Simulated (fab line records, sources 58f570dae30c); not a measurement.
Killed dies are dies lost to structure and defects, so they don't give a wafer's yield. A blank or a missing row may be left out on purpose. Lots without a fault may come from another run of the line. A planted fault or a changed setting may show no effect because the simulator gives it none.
fab line records | flow berkeley_cmos170
record lots=6 wafers=18 last_day=13
route steps=331 shown CONTACT@226 M1@238 M3@331
lots that met no fault: from a run of the same line without faults
start_h: hours from the record's first day to the start of the lot's first wafer shown | wait_h: hours since the lot's step before | " the same as in the row above | L1.1+2: a row that stands for several wafers | - no value, or no start given | * or withheld: withheld | < > ~ a bound
route shown NAME@n: a module of which the file shows steps, and the number in the route of the first | usual: mean/standard deviation of fault-free wafers | same: alike in all rows | chamber/n: place in a boat | sites: the reading at each site | _std_site: their standard deviation | _edge_site: outer sites' mean less inner sites' | radius_mm: how far each site lies from the wafer's centre | mask NAME#n: copy n | behind: the tool/chamber that last shaped the wafer | hold: why the lot was held/for how many hours/how that ended | device: the transistor (n, p or np) that didn't switch | end of line: the same wafers' tests at the end of the route | a step without rows: its recipe alone | killed: dies lost to structure and defects at the first sort, not the wafer's yield | map: a wafer's dies, x killed, . not, _ none there
set.NAME: the setting as run; set.NAME@STEP: as run at that earlier step | model.NAME: the simulator's own value behind a step, which no gauge read
lots at some steps of the route; a table a step, a row a wafer
services: from which hour (start_h, from the record's first day; less than 0 if before it) a tool's chamber was out of use, for how many hours, and why
## steps
# step UCB170_CONTACT_COAT_10
# recipe resist=KrF spin_rpm=1500 resist_thk_nm=900
# step UCB170_CONTACT_SOFTBAKE_11
# recipe resist=KrF temp_c=130 time_s=60
# step UCB170_CONTACT_EXPOSE_12
# recipe mask_id=CONT target_cd_nm=700 na=0.5 sigma_outer=0.6 source_shape=conventional dose_mj=35
# step UCB170_CONTACT_PEB_13
# recipe peb_temp_c=130 peb_time_s=withheld resist=KrF
# usual exhaust_pa=45.2/0.9 plate_sensor_t_centre_C=131.41/0.0093 plate_sensor_t_edge_C=131.53/0.0099
# columns lot.wafer tool chamber start_h wait_h exhaust_pa plate_sensor_t_centre_C plate_sensor_t_edge_C
L296.1 litho_track-03 0 186.06 0.1 44.5 131.39 131.53
L296.2 " 0 " " 45.3 131.41 131.54
L296.6 " 0 " " 46.5 131.43 131.53
L304.1 litho_track-03 0 227.48 0.6 46.3 131.42 131.52
L304.4 " 0 " " 45.3 131.4 131.54
L304.6 " 0 " " 44.3 131.4 131.51
L302.2 litho_track-04 0 230.78 0.7 44.8 131.41 131.54
L302.3 " 0 " " 45.3 131.42 131.52
L302.6 " 0 " " 44.9 131.41 131.54
L308.2 litho_track-03 0 243.67 0.9 46.5 131.41 131.55
L308.4 " 0 " " 46.2 131.42 131.53
L308.5 " 0 " " 44.8 131.39 131.54
L310.2 litho_track-04 0 245.24 0.4 47.0 131.41 131.52
L310.3 " 0 " " 46.7 131.41 131.53
L310.6 " 0 " " 47.4 131.42 131.53
L318.1 litho_track-04 0 280.65 0.1 44.9 131.42 131.52
L318.5 " 0 " " 44.2 131.4 131.54
L318.6 " 0 " " 44.8 131.4 131.52
# step UCB170_CONTACT_DEVELOP_14
# recipe developer=TMAH develop_time_s=45 resist=KrF dev_temp_c=21
# step UCB170_CONTACT_CD_MEAS_15
# recipe target_cd_nm=700
# usual cd_nm=700.0/1.5
# columns lot.wafer tool chamber start_h wait_h cd_nm
L296.1 cd_sem-02 - 186.34 - 698.8
L296.2 " - " " 698.4
L296.6 " - " " 700.2
L304.1 cd_sem-02 - 227.76 - 701.2
L304.4 " - " " 702.1
L304.6 " - " " 700.7
L302.2 cd_sem-02 - 231.05 - 700.7
L302.3 " - " " 699.5
L302.6 " - " " 700.4
L308.2 cd_sem-02 - 243.94 - 698.4
L308.4 " - " " 698.4
L308.5 " - " " 699.7
L310.2 cd_sem-02 - 245.51 - 700.0
L310.3 " - " " 699.7
L310.6 " - " " 700.5
L318.1 cd_sem-02 - 280.93 - 700.1
L318.5 " - " " 699.0
L318.6 " - " " 700.1
# step UCB170_CONTACT_OVL_MEAS_16
# usual CONTACT_OVL=1/5.2
# columns lot.wafer tool chamber start_h wait_h CONTACT_OVL[nm]
L296.1 overlay-01 - 186.46 0.1 -2
L296.2 " - " " 1
L296.6 " - " " -10
L304.1 overlay-02 - 227.88 0.1 -4
L304.4 " - " " 6
L304.6 " - " " -1
L302.2 overlay-02 - 231.16 0.1 1
L302.3 " - " " -7
L302.6 " - " " -2
L308.2 overlay-01 - 244.05 0.1 1
L308.4 " - " " -3
L308.5 " - " " -1
L310.2 overlay-02 - 245.62 0.1 7
L310.3 " - " " 11
L310.6 " - " " 8
L318.1 overlay-02 - 281.05 0.1 7
L318.5 " - " " 7
L318.6 " - " " 0
# step UCB170_CONTACT_ETCH_17
# recipe chemistry=N2/H2 target_depth_a=withheld overetch_a=withheld target=BARC time_s=withheld source_w=500 bias_w=100 pressure_mtorr=30 n2_flow_sccm=100 h2_flow_sccm=200
# step UCB170_CONTACT_ETCH_18
# recipe chemistry=CHF3/CF4/Ar target=PSG stop_on=TiSi2 CHF3_flow_sccm=45 cf4_flow_sccm=15 Ar_flow_sccm=150 pressure_mtorr=200 rf_w=700 target_depth_a=8400 over_etch_frac=0.2 time_s=195
# usual drypump_motor_current_A=5.7/0.39 oes_product_au=0.890/0.018 throttle_valve_pct=6.93/0.11
# same time_s=195
# columns lot.wafer tool chamber start_h wait_h drypump_motor_current_A oes_product_au rf_hours_counter_h throttle_valve_pct
L296.1 rie_diel-01 2 - - 6.0 0.901 55 6.95
L296.2 " 3 " " 6.4 0.878 81 6.94
L296.6 " 2 " " 6.1 0.899 - 6.94
L304.1 rie_diel-02 2 - - 5.5 0.871 18 7.08
L304.4 " 0 " " 4.7 0.918 20 6.74
L304.6 " 1 " " 6.0 0.871 - 6.98
L302.2 rie_diel-01 0 - - 5.5 0.878 15 6.93
L302.3 " 2 " " 6.0 0.890 58 6.95
L302.6 " 1 " " 5.7 0.898 - 7.13
L308.2 rie_diel-04 1 - - 5.6 0.868 113 6.91
L308.4 " 2 " " 5.7 0.888 135 6.84
L308.5 " 3 " " 5.9 0.876 - 6.97
L310.2 rie_diel-04 2 - - 5.7 0.902 135 6.87
L310.3 " 3 " " 5.9 0.903 20 6.97
L310.6 " 1 " " 5.7 0.884 - 6.93
L318.1 rie_diel-02 3 - - 5.7 0.911 7 6.78
L318.5 " 1 " " 5.9 0.878 - 6.97
L318.6 " 0 " " 4.8 0.914 - 6.71
# step UCB170_CONTACT_STRIP_19
# recipe chemistry=O2 power_w=400 pressure_mtorr=3500 platen_temp_c=withheld o2_flow_sccm=400 overash_fraction=0.5
# usual drypump_motor_current_A=5.8/0.31 oes_product_au=0.725/0.0046
# columns lot.wafer tool chamber start_h wait_h drypump_motor_current_A oes_product_au rf_hours_counter_h
L296.1 plasma_asher-02 0 186.75 - 5.9 0.718 9
L296.2 " 1 " " 6.1 0.719 9
L296.6 " 1 " " 6.1 0.727 -
L304.1 plasma_asher-02 0 228.08 - 5.9 0.733 15
L304.4 " 0 " " 5.9 0.725 -
L304.6 " 1 " " 6.1 0.725 -
L302.2 plasma_asher-02 1 231.36 - 6.1 0.724 15
L302.3 " 0 " " 5.9 0.729 -
L302.6 " 0 " " 5.9 0.724 -
L308.2 plasma_asher-03 0 244.25 - 6.3 0.718 53
L308.4 " 1 " " 5.6 0.724 -
L308.5 " 0 " " 6.3 0.732 -
L310.2 plasma_asher-03 1 245.82 - 5.6 0.730 53
L310.3 " 0 " " 6.3 0.728 -
L310.6 " 1 " " 5.6 0.717 -
L318.1 plasma_asher-02 0 281.25 - 5.9 0.718 23
L318.5 " 0 " " 5.9 0.737 -
L318.6 " 1 " " 6.1 0.723 -
# step UCB170_CONTACT_CD_MEAS_90
# recipe target_cd_nm=700
# usual cd_nm=700.1/1.5
# columns lot.wafer tool chamber start_h wait_h cd_nm
L296.1 cd_sem-02 - 186.85 0.1 697.9
L296.2 " - " " 699.2
L296.6 " - " " 699.3
L304.1 cd_sem-01 - 228.18 0.1 700.9
L304.4 " - " " 701.4
L304.6 " - " " 700.8
L302.2 cd_sem-01 - 231.48 0.1 699.8
L302.3 " - " " 699.7
L302.6 " - " " 700.0
L308.2 cd_sem-01 - 244.37 0.1 698.6
L308.4 " - " " 698.5
L308.5 " - " " 699.8
L310.2 cd_sem-01 - 245.94 0.1 700.2
L310.3 " - " " 699.3
L310.6 " - " " 700.2
L318.1 cd_sem-02 - 281.35 0.1 700.2
L318.5 " - " " 698.6
L318.6 " - " " 699.8
# step UCB170_CONTACT_CLEAN_20
# recipe chemistry=SPM temp_c=120 time_s=600
# step UCB170_M1_SPUTTER_00
# recipe material=Al target_thk_nm=600 time_s=80 power_w=6000 chamber_pressure_pa=0.5
# usual throttle_valve_pct=30.3/0.8
# columns lot.wafer tool chamber start_h wait_h throttle_valve_pct model.Al_of_M1_SPUTTER_00.thk_nm
L296.1 pvd_sputter-04 - 187.16 0.0 29.4 596.2
L296.2 " - " " 30.1 599.7
L296.6 " - " " 29.8 594.6
L304.1 pvd_sputter-03 - 228.51 0.0 30.2 601.2
L304.4 " - " " 30.8 598
L304.6 " - " " 30.6 601.7
L302.2 pvd_sputter-04 - 231.76 0.0 30.1 698.2
L302.3 " - " " 28.7 591.8
L302.6 " - " " 28.6 594.6
L308.2 pvd_sputter-04 - 244.66 0.0 28.7 602.6
L308.4 " - " " 31.2 598.7
L308.5 " - " " 30.3 703.2
L310.2 pvd_sputter-01 - 246.21 0.0 30.4 598
L310.3 " - " " 30.2 602.4
L310.6 " - " " 30.0 598.7
L318.1 pvd_sputter-01 - 281.64 0.0 30.5 597.1
L318.5 " - " " 30.2 594.9
L318.6 " - " " 31.6 594.6
# step UCB170_M1_RS_MEAS_01
# recipe thk_meas_gauge=four-point-probe reads=Al_of_M1_SPUTTER_00
# usual M1_AL_RS=0.0487/0.00039
# columns lot.wafer tool chamber start_h wait_h M1_AL_RS[ohm/sq]
L296.1 film_metro-02 - 187.22 0.0 0.0489
L296.2 " - " " 0.0486
L296.6 " - " " 0.0490
L304.1 film_metro-01 - 228.57 0.0 0.0484
L304.4 " - " " 0.0487
L304.6 " - " " 0.0483
L302.2 film_metro-01 - 231.84 0.1 0.0416
L302.3 " - " " 0.0492
L302.6 " - " " 0.0490
L308.2 film_metro-01 - 244.74 0.1 0.0482
L308.4 " - " " 0.0487
L308.5 " - " " 0.0413
L310.2 film_metro-01 - 246.29 0.1 0.0487
L310.3 " - " " 0.0483
L310.6 " - " " 0.0486
L318.1 film_metro-03 - 281.71 0.0 0.0486
L318.5 " - " " 0.0490
L318.6 " - " " 0.0489
# step UCB170_M1_THK_MEAS_02
# recipe thk_meas_gauge=xrf reads=Al_of_M1_SPUTTER_00
# usual M1_AL_THK=601/5.7
# columns lot.wafer tool chamber start_h wait_h M1_AL_THK[nm]
L296.1 film_metro-02 - 187.34 0.1 606
L296.2 " - " " 606
L296.6 " - " " 602
L304.1 film_metro-01 - 228.69 0.1 602
L304.4 " - " " 600
L304.6 " - " " 605
L302.2 film_metro-01 - 231.95 0.1 699
L302.3 " - " " 592
L302.6 " - " " 594
L308.2 film_metro-01 - 244.85 0.1 604
L308.4 " - " " 601
L308.5 " - " " 711
L310.2 film_metro-01 - 246.40 0.1 601
L310.3 " - " " 605
L310.6 " - " " 601
L318.1 film_metro-03 - 281.83 0.1 601
L318.5 " - " " 597
L318.6 " - " " 597
# step UCB170_M1_COAT_03
# recipe resist=BARC temp_c=withheld time_s=withheld spin_rpm=3000 resist_thk_nm=withheld
# step UCB170_M1_COAT_04
# recipe resist=KrF spin_rpm=1500 resist_thk_nm=900
# step UCB170_M1_SOFTBAKE_05
# recipe resist=KrF temp_c=130 time_s=60
# step UCB170_M1_EXPOSE_06
# recipe mask_id=METAL1 target_cd_nm=700 na=0.5 sigma_outer=0.6 source_shape=conventional dose_mj=21
# step UCB170_M1_PEB_07
# recipe peb_temp_c=130 peb_time_s=withheld resist=KrF
# step UCB170_M1_DEVELOP_08
# recipe developer=TMAH develop_time_s=45 resist=KrF dev_temp_c=21
# step UCB170_M1_CD_MEAS_09
# recipe target_cd_nm=700
# usual cd_nm=699.7/1.2
# columns lot.wafer tool chamber start_h wait_h cd_nm
L296.1 cd_sem-01 - 188.37 - 699.7
L296.2 " - " " 699.2
L296.6 " - " " 699.5
L304.1 cd_sem-01 - 230.57 - 697.6
L304.4 " - " " 700.0
L304.6 " - " " 700.3
L302.2 cd_sem-02 - 232.90 - 703.1
L302.3 " - " " 701.5
L302.6 " - " " 701.6
L308.2 cd_sem-01 - 247.74 - 701.7
L308.4 " - " " 698.2
L308.5 " - " " 702.8
L310.2 cd_sem-02 - 248.84 - 700.5
L310.3 " - " " 698.6
L310.6 " - " " 699.8
L318.1 cd_sem-01 - 284.29 - 700.1
L318.5 " - " " 700.6
L318.6 " - " " 701.5
# step UCB170_M1_OVL_MEAS_10
# usual M1_OVL=0/5.8
# columns lot.wafer tool chamber start_h wait_h M1_OVL[nm]
L296.1 overlay-02 - 188.49 0.1 1
L296.2 " - " " -2
L296.6 " - " " -2
L304.1 overlay-02 - 230.69 0.1 -2
L304.4 " - " " -2
L304.6 " - " " -1
L302.2 overlay-02 - 233.00 0.1 6
L302.3 " - " " 11
L302.6 " - " " -1
L308.2 overlay-02 - 247.85 0.1 6
L308.4 " - " " 7
L308.5 " - " " -3
L310.2 overlay-02 - 248.95 0.1 8
L310.3 " - " " 13
L310.6 " - " " 3
L318.1 overlay-02 - 284.41 0.1 -12
L318.5 " - " " -9
L318.6 " - " " 0
# step UCB170_M1_ETCH_11
# recipe chemistry=N2/H2 target_depth_a=withheld overetch_a=withheld target=BARC time_s=withheld source_w=500 bias_w=100 pressure_mtorr=30 n2_flow_sccm=100 h2_flow_sccm=200
# usual bias_w=100.0/0.3 drypump_motor_current_A=5.7/0.54 oes_product_au=1.001/0.019 throttle_valve_pct=13.27/0.12
# columns lot.wafer tool chamber start_h wait_h bias_w drypump_motor_current_A oes_product_au throttle_valve_pct
L296.1 rie_diel-03 3 188.53 0.0 100.3 6.7 1.003 13.47
L296.2 " 2 " " 99.8 5.0 1.018 13.30
L296.6 " 1 " " 99.9 6.4 1.003 13.26
L304.1 rie_diel-02 3 230.72 0.0 100.3 5.7 1.013 13.08
L304.4 " 1 " " 100.3 6.0 0.962 13.28
L304.6 " 3 " " 100.3 5.7 1.004 13.08
L302.2 rie_diel-02 3 233.03 0.0 100.3 5.7 1.011 13.07
L302.3 " 0 " " 99.6 4.8 1.050 12.99
L302.6 " 3 " " 100.1 5.7 1.013 13.07
L308.2 rie_diel-02 1 247.88 0.0 99.8 6.0 0.973 13.29
L308.4 " 0 " " 99.5 4.7 1.034 13.01
L308.5 " 1 " " 99.8 6.0 0.957 13.26
L310.2 rie_diel-04 2 248.98 0.0 100.2 5.8 1.013 13.12
L310.3 " 3 " " 99.7 5.9 1.001 13.32
L310.6 " 2 " " 100.4 5.7 1.019 13.15
L318.1 rie_diel-04 1 284.45 0.0 99.8 5.6 0.975 13.29
L318.5 " 1 " " 99.6 5.7 0.981 13.28
L318.6 " 2 " " 100.4 5.8 0.998 13.15
# step UCB170_M1_METAL_ETCH_12
# recipe chemistry=Cl2/BCl3 target=Al stop_on=PSG pressure_mtorr=12 target_depth_a=7800 over_etch_frac=0.3 time_s=130 icp_w=583.9 bias_w=120 Cl2_flow_sccm=90 bcl3_flow_sccm=45
# usual bias_w=119.9/0.36 drypump_motor_current_A=5.6/0.64 mfc_cl2_sccm=90.04/0.28 oes_product_au=0.857/0.015 throttle_valve_pct=24.38/0.16
# same time_s=130
# columns lot.wafer tool chamber start_h wait_h bias_w drypump_motor_current_A mfc_cl2_sccm oes_product_au rf_hours_counter_h throttle_valve_pct
L296.1 rie_metal-01 0 188.57 - 119.9 4.8 90.06 0.842 9 24.49
L296.2 " 1 " " 120.6 6.0 90.53 0.873 9 24.48
L296.6 " 1 " " 119.8 6.0 90.13 0.861 - 24.46
L304.1 rie_metal-04 1 230.77 - 118.7 5.6 89.59 0.887 5 24.07
L304.4 " 1 " " 119.7 5.6 89.42 0.877 - 24.04
L304.6 " 0 " " 119.9 6.5 90.06 0.840 - 24.54
L302.2 rie_metal-01 1 233.08 - 119.3 6.0 90.39 0.954 10 24.44
L302.3 " 0 " " 120.1 4.8 89.36 0.844 - 24.50
L302.6 " 1 " " 119.4 6.0 90.08 0.873 - 24.47
L308.2 rie_metal-01 0 247.92 - 120.3 4.7 89.70 0.847 11 24.49
L308.4 " 1 " " 119.8 5.9 89.69 0.874 - 24.47
L308.5 " 1 " " 119.9 5.9 89.78 0.955 - 24.44
L310.2 rie_metal-01 1 249.02 - 119.7 6.0 90.22 0.880 10 24.47
L310.3 " 0 " " 119.7 4.8 90.28 0.844 - 24.50
L310.6 " 1 " " 119.4 6.0 90.33 0.875 - 24.48
L318.1 rie_metal-02 1 284.49 - 119.9 4.8 89.74 0.852 5 24.37
L318.5 " 1 " " 120.1 4.8 89.89 0.851 - 24.36
L318.6 " 0 " " 120.1 6.1 90.25 0.839 - 24.29
# step UCB170_M1_STRIP_13
# recipe chemistry=O2 power_w=400 pressure_mtorr=3500 platen_temp_c=withheld o2_flow_sccm=400 overash_fraction=0.5
# usual drypump_motor_current_A=5.8/0.32 oes_product_au=0.721/0.0046
# columns lot.wafer tool chamber start_h wait_h drypump_motor_current_A oes_product_au rf_hours_counter_h
L296.1 plasma_asher-01 0 188.70 0.1 5.2 0.723 44
L296.2 " 1 " " 5.7 0.728 44
L296.6 " 0 " " 5.2 0.718 -
L304.1 plasma_asher-02 1 230.90 0.1 6.2 0.733 15
L304.4 " 0 " " 5.9 0.716 -
L304.6 " 1 " " 6.1 0.720 -
L302.2 plasma_asher-02 1 233.21 0.1 6.1 0.721 16
L302.3 " 1 " " 6.1 0.721 -
L302.6 " 1 " " 6.1 0.717 -
L308.2 plasma_asher-02 1 248.06 0.1 6.1 0.721 18
L308.4 " 1 " " 6.1 0.723 -
L308.5 " 1 " " 6.1 0.720 -
L310.2 plasma_asher-01 1 249.15 0.1 5.7 0.720 53
L310.3 " 1 " " 5.7 0.725 -
L310.6 " 0 " " 5.2 0.729 -
L318.1 plasma_asher-02 1 284.62 0.1 6.1 0.711 23
L318.5 " 0 " " 5.9 0.717 -
L318.6 " 1 " " 6.1 0.718 -
# step UCB170_M3_PROBE_99
# columns lot.wafer tool chamber start_h wait_h model.etest.m1_comb_over_steps.leak_log10_a_um model.etest.ring.quiet_log10_a model.etest.m1.rs_ohm_sq model.etest.antenna_m1.vt_shift_v
L296.1 prober-02 - 207.07 0.1 -12.81 -8.679 0.04874 -0.009293
L296.2 prober-02 - 207.12 0.1 -12.74 -8.556 0.0482 -0.007413
L296.6 prober-02 - 207.32 0.2 -12.78 -8.799 0.04898 -0.007587
L304.1 prober-01 - 251.86 0.1 -12.82 -8.556 0.0481 -0.006853
L304.4 prober-01 - 252.01 0.2 -12.73 -8.582 0.04871 -0.007862
L304.6 prober-01 - 252.11 0.2 -12.86 -8.53 0.04827 -0.006704
L302.2 prober-01 - 252.23 0.1 -5.445 -3.59 0.04206 -0.0007654
L302.3 prober-01 - 252.28 0.2 -12.72 -8.553 0.04889 -0.009301
L302.6 prober-01 - 252.43 0.2 -12.84 -8.604 0.04899 -0.007155
L308.2 prober-01 - 265.80 0.1 -13 -8.722 0.04851 -0.006148
L308.4 prober-01 - 265.90 0.2 -12.77 -8.733 0.04858 -0.004194
L308.5 prober-01 - 265.95 0.2 -5.259 -3.284 0.0417 0.0008598
L310.2 prober-02 - 269.41 0.1 -12.86 -8.706 0.04813 -0.006534
L310.3 prober-02 - 269.46 0.2 -12.8 -8.676 0.04832 -0.01073
L310.6 prober-02 - 269.61 0.2 -12.86 -8.639 0.04887 -0.00935
L318.1 prober-01 - 302.19 0.1 -12.74 -8.657 0.04831 -0.007223
L318.5 prober-01 - 302.39 0.2 -12.78 -8.733 0.04846 -0.00949
L318.6 prober-01 - 302.44 0.2 -12.83 -8.71 0.04865 -0.009368
# killed by level:class
L296.2 FIELD:geometric_particle:open=1 SACOX:geometric_particle:open=1 V1:geometric_particle:open=1 V2:geometric_particle:short=1
L296.6 GATE:geometric_particle:open=1 M1:geometric_particle:short=1 V1:geometric_particle:short=1 V2:geometric_particle:open=1 ACTIVE:area_etch=1
L304.1 GATE:geometric_particle:open=3 FIELD:geometric_particle:open=1 SILICIDE:geometric_particle:open=1 M2:geometric_particle:open=1 M3:geometric_particle:short=1
L304.4 GATE:geometric_particle:short=1 SPACER:geometric_particle:open=1 SILICIDE:geometric_particle:short=1 M3:geometric_particle:open=1
L304.6 GATE:geometric_particle:open=1 CONTACT:geometric_particle:short=1
L302.2 SPACER:geometric_particle:short=1 SPACER:geometric_particle:open=1 SILICIDE:geometric_particle:short=1 V2:geometric_particle:open=1 ACTIVE:area_etch=1
L302.3 START:geometric_particle:short=1 GATE:geometric_particle:short=1 M3:geometric_particle:short=1
L302.6 START:geometric_particle:open=1 FIELD:geometric_particle:short=1 GATE:geometric_particle:open=1 M3:geometric_particle:short=1
L310.2 CONTACT:geometric_particle:short=1 V1:geometric_particle:open=1 M3:geometric_particle:short=1
L310.3 GATE:geometric_particle:short=1
L310.6 M2:coat_microbubble_printed=2 SILICIDE:geometric_particle:short=1
L318.1 SILICIDE:geometric_particle:open=1 SILICIDE:geometric_particle:short=1 M2:geometric_particle:short=1
L318.5 SPACER:geometric_particle:open=1 SILICIDE:geometric_particle:short=1 CONTACT:geometric_particle:open=1
L318.6 SILICIDE:geometric_particle:open=2 WELLDRIVE:geometric_particle:short=1 GATE:geometric_particle:short=1 SPACER:geometric_particle:short=1
## services
# columns tool chamber start_h hours kind
rie_diel-03 2 164.16 3.0 repair
pvd_sputter-03 - 164.93 0.9 repair
rie_diel-04 - 174.03 14.6 pm
plasma_asher-03 - 185.98 2.8 pm
rie_diel-02 1 191.31 4.4 repair
rie_diel-01 - 200.00 4.0 pm
rie_diel-04 0 221.25 2.5 repair
rie_diel-03 - 230.53 2.8 pm
rie_diel-03 - 234.64 0.3 repair
plasma_asher-03 - 247.52 28.1 pm
rie_diel-04 1 249.96 4.0 repair
rie_metal-04 1 251.01 1.6 repair
pvd_sputter-03 - 251.59 2.3 repair
rie_diel-01 - 253.30 0.6 repair
rie_metal-02 - 255.69 1.1 repair
rie_diel-04 2 255.85 - clean
rie_diel-04 2 255.85 15.9 scheduled_down
rie_diel-04 2 255.85 15.9 vent_cycle
rie_diel-02 3 259.21 12.3 repair
rie_diel-03 - 278.33 0.6 repair
rie_diel-04 3 284.00 15.6 repair
## key
first_sign step=UCB170_M1_RS_MEAS_01 reading=M1_AL_RS direction=down sigmas=19 usual=0.0487 struck=0.0414
effect step=UCB170_M1_THK_MEAS_02 reading=M1_AL_THK direction=up sigmas=18 usual=601 struck=705
effect step=UCB170_M1_METAL_ETCH_12 reading=oes_product_au direction=up sigmas=6.3 usual=0.857 struck=0.955
model_effect step=UCB170_M1_SPUTTER_00 value=Al_of_M1_SPUTTER_00.thk_nm without=595.4 struck=700.7
model_effect step=UCB170_M3_PROBE_99 value=etest.m1_comb_over_steps.leak_log10_a_um without=-12.82 struck=-5.352
met_at UCB170_M1_SPUTTER_00
struck_wafers L302.2,L308.5
sort_left_out L308.5
onset_between 187.16 231.76
fault kind=process_parameter_drift tool=pvd_sputter-04 chamber=- onset_h=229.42 steps=UCB170_M1_SPUTTER_00 channel=time_s offset=* shape=step end_h=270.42 acts_in=* stated=* scope=struck_wafers_only
# sort_left_out: the simulated sort isn't trusted on such a fault, so these wafers' sort isn't shown, and their yield isn't known
